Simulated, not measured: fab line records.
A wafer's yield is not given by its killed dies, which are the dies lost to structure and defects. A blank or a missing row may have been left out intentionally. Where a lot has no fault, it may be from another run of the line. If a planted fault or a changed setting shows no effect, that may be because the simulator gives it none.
The tool behind it: which one?    flow berkeley cmos170    Sampling: 13 lots, 39 wafers, 4 of 331 route steps

## WHAT THE GAUGES READ, wafer by wafer
UCB170_CONTACT_CD_MEAS_15 targets a cd of 700 nm. Usual: cd nm reads 699.8 nm (standard deviation 1.5).
lot   measured      on         cd nm (nm)         flag
L850  day 8 07:26   cd sem-02  699.6 698.9 698.2  
L851  day 8 22:00   cd sem-01  700.1 700.6 698.8  
L852  day 8 22:17   cd sem-02  701.4 701.8 702.0  
L855  day 9 16:41   cd sem-02  698.7 700.0 699.5  
L856  day 9 17:50   cd sem-02  697.3 697.3 697.8  
L854  day 9 19:19   cd sem-01  699.8 699.5 700.4  
L853  day 9 20:07   cd sem-02  702.3 701.4 702.2  
L859  day 10 00:32  cd sem-02  699.9 700.8 699.6  
L860  day 10 00:39  cd sem-01  702.6 699.8 701.7  
L864  day 11 06:17  cd sem-01  698.7 697.9 700.0  
L865  day 11 06:40  cd sem-01  688.9 689.9 690.0  OFF
L871  day 12 09:26  cd sem-02  697.8 697.3 696.9  
L873  day 12 20:50  cd sem-02  699.5 700.4 699.2  

UCB170_V1_THK_MEAS_04. Usual: V1_POLISHED_THK typically reads 1000.3 nm, with standard deviation 1.3.
lot   measured      on             V1_POLISHED_THK (nm)  flag
L850  day 8 12:04   film metro-03  999.1 998.1 999.1     
L851  day 9 03:09   film metro-03  1001.6 999.8 1002.3   
L852  day 9 04:29   film metro-03  1001.8 1003.3 1002.9  
L855  day 9 22:03   film metro-01  999.4 999.8 1000.7    
L856  day 9 23:22   film metro-01  1000.5 1001.8 1000.2  
L854  day 10 00:43  film metro-01  1000.2 999.6 1000.5   
L853  day 10 02:02  film metro-01  1000.5 1001.2 1000.8  
L859  day 10 05:23  film metro-03  1001.7 999.2 1001.8   
L860  day 10 06:43  film metro-04  1000.0 999.8 999.4    
L864  day 11 11:13  film metro-03  1001.0 1000.5 999.8   
L865  day 11 12:38  film metro-01  1001.8 1000.4 1001.7  
L871  day 12 14:19  film metro-04  1000.2 1000.5 999.2   
L873  day 13 01:17  film metro-01  999.0 999.4 998.4     

## WHAT TOOL EACH LOT RAN ON (gives the tool, then ch and the chambers of the sampled wafers, and finally the start)
lot   UCB170_CONTACT_RTA_08             UCB170_V1_CVD_00
L850  rtp anneal-01 ch 0, day 8 06:23   pecvd-04 ch 0,1,2, day 8 11:25
L851  rtp anneal-02 ch 0, day 8 20:25   pecvd-02 ch 0,1,2, day 9 02:29
L852  rtp anneal-01 ch 0, day 8 20:25   pecvd-04 ch 0,1,2, day 9 03:50
L855  rtp anneal-02 ch 0, day 9 15:38   pecvd-02 ch 0,1,2, day 9 21:24
L856  rtp anneal-01 ch 0, day 9 16:24   pecvd-04 ch 0,1,2, day 9 22:44
L854  rtp anneal-02 ch 0, day 9 17:31   pecvd-03 ch 0,1,2, day 10 00:04
L853  rtp anneal-01 ch 0, day 9 17:56   pecvd-04 ch 0,2, day 10 01:24
L859  rtp anneal-02 ch 0, day 9 23:30   pecvd-02 ch 1,2, day 10 04:45
L860  rtp anneal-01 ch 0, day 9 23:43   pecvd-04 ch 0,2, day 10 06:05
L864  rtp anneal-01 ch 0, day 11 03:54  pecvd-02 ch 0,1,2, day 11 10:34
L865  rtp anneal-02 ch 0, day 11 04:46  pecvd-04 ch 0,2, day 11 11:59
L871  rtp anneal-01 ch 0, day 12 08:29  pecvd-04 ch 0,1,2, day 12 13:41
L873  rtp anneal-01 ch 0, day 12 19:48  pecvd-04 ch 0,1, day 13 00:40
- UCB170_CONTACT_RTA_08: time 10 s.
- UCB170_V1_CVD_00: deposits SiO2 from TEOS/O2, target thk 2000 nm, time 250 s.

## WHAT THE TOOLS THEMSELVES READ (means of the sampled wafers that have a number; where no wafer has one, the mark that the record gives instead)
UCB170_CONTACT_RTA_08. Usual: lamp power pct 22.7 %, standard deviation 2; wafer_temp_C_max 902.2, standard deviation 0.56.
lot   tool           lamp power pct (%)  wafer_temp_C_max  flag
L850  rtp anneal-01  24.7                902.6             
L851  rtp anneal-02  20.8                901.9             
L852  rtp anneal-01  24.7                902.5             
L855  rtp anneal-02  20.8                902.3             
L856  rtp anneal-01  24.7                902.4             
L854  rtp anneal-02  20.8                901.7             
L853  rtp anneal-01  24.7                902.3             
L859  rtp anneal-02  20.8                902.0             
L860  rtp anneal-01  24.7                902.3             
L864  rtp anneal-01  24.7                902.4             
L865  rtp anneal-02  20.8                902.2             
L871  rtp anneal-01  24.7                902.4             
L873  rtp anneal-01  24.7                902.3             

UCB170_V1_CVD_00. Usual: heater power w 252 W, standard deviation 53; pressure mtorr 9002 mTorr, standard deviation 18.
lot   tool      heater power w (W)  pressure mtorr (mTorr)  flag
L850  pecvd-04  224                 9013                    
L851  pecvd-02  271                 9000                    
L852  pecvd-04  256                 9004                    
L855  pecvd-02  228                 8981                    
L856  pecvd-04  307                 8985                    
L854  pecvd-03  247                 9002                    
L853  pecvd-04  304                 9000                    
L859  pecvd-02  201                 9007                    
L860  pecvd-04  276                 9004                    
L864  pecvd-02  241                 9004                    
L865  pecvd-04  254                 8989                    
L871  pecvd-04  305                 9007                    
L873  pecvd-04  289                 9002                    

## THE ANSWER, worked out from the rows above alone
Rule: a lot is off if the mean of its wafers that have a number lies more than 3 standard deviations from the usual mean. Also off: a lot with no number at a reading for which 4 or more lots have one. Where the step has rows for the other lots, those lots are counted as sound. The gauges are gone through in route order, then the tools' own readings, and for those a lot's mean is taken as printed above. At the first step where some lot is off, the reading lying furthest off is the one used; lots without a number count as furthest.
Off: L865 (UCB170_CONTACT_CD_MEAS_15, cd nm).
If a tool, at a process step before that reading, ran all the lots that are off and no sound lot after the first of them, it fits. Those tools and the gauges at UCB170_CONTACT_CD_MEAS_15 are tried in the same way. Can't be told from this: 2 tools fit, rtp anneal-02 at UCB170_CONTACT_RTA_08, cd sem-01 at UCB170_CONTACT_CD_MEAS_15.

## WHAT THE SIMULATOR HAD PUT IN
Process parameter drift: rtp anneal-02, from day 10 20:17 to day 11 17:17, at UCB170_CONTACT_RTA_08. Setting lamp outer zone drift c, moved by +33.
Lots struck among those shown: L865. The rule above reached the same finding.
